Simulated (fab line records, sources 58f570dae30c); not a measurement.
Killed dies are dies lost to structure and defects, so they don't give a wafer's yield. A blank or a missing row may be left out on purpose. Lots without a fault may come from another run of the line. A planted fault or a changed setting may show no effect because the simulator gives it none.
Which tool did it? | flow berkeley_cmos170 | 14 lots, 42 wafers sampled, at 2 steps of a route of 331

WHAT THE GAUGES READ, wafer by wafer
UCB170_NWELL_TW_MEAS_16.
lot  | measured    | on            | NWELL_TW
L574 | day 2 11:08 | film_metro-02 | 1247 1243 1240
L575 | day 2 19:14 | film_metro-04 | 1272 1268 1269
L576 | day 2 19:31 | film_metro-02 | 1248 1236 1241
L577 | day 3 06:44 | film_metro-02 | 1242 1249 1244
L579 | day 3 21:13 | film_metro-04 | 1275 1264 1273
L578 | day 3 21:33 | film_metro-02 | 1250 1244 1238
L583 | day 4 15:31 | film_metro-01 | 1260 1260 1264
L582 | day 4 15:47 | film_metro-04 | 1167 1165 1169
L585 | day 4 18:23 | film_metro-02 | 1146 1142 1141
L590 | day 5 23:44 | film_metro-01 | 1267 1258 1265
L592 | day 6 03:37 | film_metro-02 | 1242 1245 1243
L594 | day 6 18:38 | film_metro-01 | 1264 1271 1257
L596 | day 7 07:55 | film_metro-02 | 1255 1247 1240
L597 | day 7 11:49 | film_metro-01 | 1253 1253 1259

WHICH TOOL RAN EACH LOT (tool, then ch and the chambers of the sampled wafers, then the start)
lot  | UCB170_NWELL_IMPLANT_14
L574 | implanter-02 ch 0, day 2 10:50
L575 | implanter-01 ch 0, day 2 19:00
L576 | implanter-03 ch 0, day 2 19:17
L577 | implanter-02 ch 0, day 3 06:29
L579 | implanter-03 ch 0, day 3 20:58
L578 | implanter-02 ch 0, day 3 21:19
L583 | implanter-02 ch 0, day 4 15:16
L582 | implanter-03 ch 0, day 4 15:33
L585 | implanter-03 ch 0, day 4 18:10
L590 | implanter-01 ch 0, day 5 23:29
L592 | implanter-01 ch 0, day 6 03:22
L594 | implanter-02 ch 0, day 6 18:25
L596 | implanter-02 ch 0, day 7 07:41
L597 | implanter-01 ch 0, day 7 11:35
- UCB170_NWELL_IMPLANT_14

WHAT THE TOOLS THEMSELVES READ (means of the sampled wafers that have a number; where no wafer has one, the mark that the record gives instead)
UCB170_NWELL_IMPLANT_14.
lot  | tool         | beam_on_s (s) | faraday_current_uA
L574 | implanter-02 | 9.94          | 31.9
L575 | implanter-01 | 10.19         | 31.3
L576 | implanter-03 | 9.94          | 31.9
L577 | implanter-02 | 9.98          | 31.8
L579 | implanter-03 | 9.86          | 32.2
L578 | implanter-02 | 10.21         | 31.0
L583 | implanter-02 | 10.04         | 31.6
L582 | implanter-03 | 7.60          | 41.7
L585 | implanter-03 | 7.50          | 42.2
L590 | implanter-01 | 10.16         | 31.2
L592 | implanter-01 | 9.99          | 31.8
L594 | implanter-02 | 10.05         | 31.6
L596 | implanter-02 | 10.11         | 31.3
L597 | implanter-01 | 9.84          | 32.2

THE ANSWER, worked out from the rows above alone
Rule: what is usual is taken from the lots themselves. Put in order of their means at a reading, lots are off if they are a third of the lots or fewer, leave a main group of 4 or more, and stand apart from it by a gap of 3 or more times the standard deviation of the main group's means; of several such gaps the widest counts. A main group whose means are all the same, to the digits that the tables above print for the reading, isn't used. A lot without any number at a reading at which 4 lots or more have one is off too. The other lots that the step has rows for count as sound. The gauges are gone through in route order, then the tools' own readings, and for those a lot's mean is taken as printed above. The first step at which some lot is off is used, and at that step the reading that is off furthest; a lot without a number counts as furthest.
Off: L582, L585, at UCB170_NWELL_TW_MEAS_16 (NWELL_TW). The main group: mean 1254, standard deviation 11.
A tool fits if, at a process step before that reading, it ran every lot that is off, and no sound lot after the first of them. The gauges at UCB170_NWELL_TW_MEAS_16 aren't tried: what is off there is off at UCB170_NWELL_IMPLANT_14 too, on other tools, and a gauge's error can't cause that. One fits: implanter-03 at UCB170_NWELL_IMPLANT_14. Its last sound lot is L579 (day 3 20:58), its first lot that is off L582 (day 4 15:33): a fault that began between those two fits.
The tool's own readings at UCB170_NWELL_IMPLANT_14 bear it out: on the lots that are off they differ by more than 5 times the standard deviation of the sound lots' means. beam_on_s reads 7.55 s there against 10.03 s on the sound lots; faraday_current_uA reads 42.0 there against 31.7 on the sound lots.

WHAT THE SIMULATOR HAD PUT IN
Process parameter drift: implanter-03, from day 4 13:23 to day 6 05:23, at UCB170_NWELL_IMPLANT_14. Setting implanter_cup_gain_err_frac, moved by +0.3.
Lots struck among those shown: L582, L585. The rule above found the same.
